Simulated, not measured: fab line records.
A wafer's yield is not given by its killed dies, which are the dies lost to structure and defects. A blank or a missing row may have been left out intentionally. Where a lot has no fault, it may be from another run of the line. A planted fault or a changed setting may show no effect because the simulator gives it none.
Struck lot and sound lot, side by side | flow ritCmos | 10 out of 202 route steps
Sound: wafers L455.1, L455.4, L455.5. Wafers struck: L450.1, L450.2, L450.4. At the end, the cause is stated.
Each step with rows lists, per side, the tool, then ch with its chambers, then its first start. Under that, the readings that differ: sound wafers | struck wafers | difference of the means | sigmas: that difference in standard deviations of wafers without a fault.
alike: a reading whose means differ by less than 2 such deviations, as well as words and numbers matching on both sides. not compared: withheld readings; readings where some wafer has no value; bounds like >300 that might hide an equal value; numbers whose values overlap and for which the record gives no deviation.
Wherever a step has rows on one side only, a row that says differs or no value, or a row with sigmas, the two part there. Numbers that have no deviation but don't overlap get no sigmas and don't part them. Lack of a reading on every wafer of one side parts them only where that side has two or more wafers.

RIT_ACTIVE_BOW_MEAS_00:
  sound: filmMetro-02 at day 4 03:00; struck: filmMetro-03 at day 3 02:00
  alike: INCOMING_BOW
then, 1 step without rows for these wafers: RIT_ACTIVE_OXIDATION_01 (target thk 46.8 nm, ox time 3360 s).
RIT_ACTIVE_THK_MEAS_02:
  sound: filmMetro-01 at day 4 05:03; struck: filmMetro-03 at day 3 04:22
  alike: ACTIVE_OXIDE_THK
then, 1 step without rows for these wafers: RIT_ACTIVE_CVD_03 (deposits Si3N4 from SiH2Cl2/NH3, target thk 150 nm, time 1500 s).
RIT_ACTIVE_THK_MEAS_04:
  sound: filmMetro-02 at day 4 06:32; struck: filmMetro-03 at day 3 05:50
  alike: ACTIVE_NITRIDE_THK
then, 3 steps without rows for these wafers: RIT_ACTIVE_HMDS_05 (prime time 60 s); RIT_ACTIVE_COAT_06 (resist thk 1000 nm); RIT_ACTIVE_SOFTBAKE_07 (time 60 s).
RIT_ACTIVE_EXPOSE_08: exposes mask M1, target cd 1400 nm.
  sound on ilineStepper-02 ch 0, day 4 07:02; struck on ilineStepper-01, day 3 06:29
  no value came back on the struck wafers for exposureDoseMJCm2, focusOffsetNm (nm); on the sound wafers exposureDoseMJCm2 reads 224.93 225.01 225.26
  alike: mask
following that, these wafers have no rows for 1 step: RIT_ACTIVE_PEB_09.

WHERE THEY PART
At RIT_ACTIVE_EXPOSE_08 and nowhere else, as far as this record goes.

WHY: the cause the simulator had injected
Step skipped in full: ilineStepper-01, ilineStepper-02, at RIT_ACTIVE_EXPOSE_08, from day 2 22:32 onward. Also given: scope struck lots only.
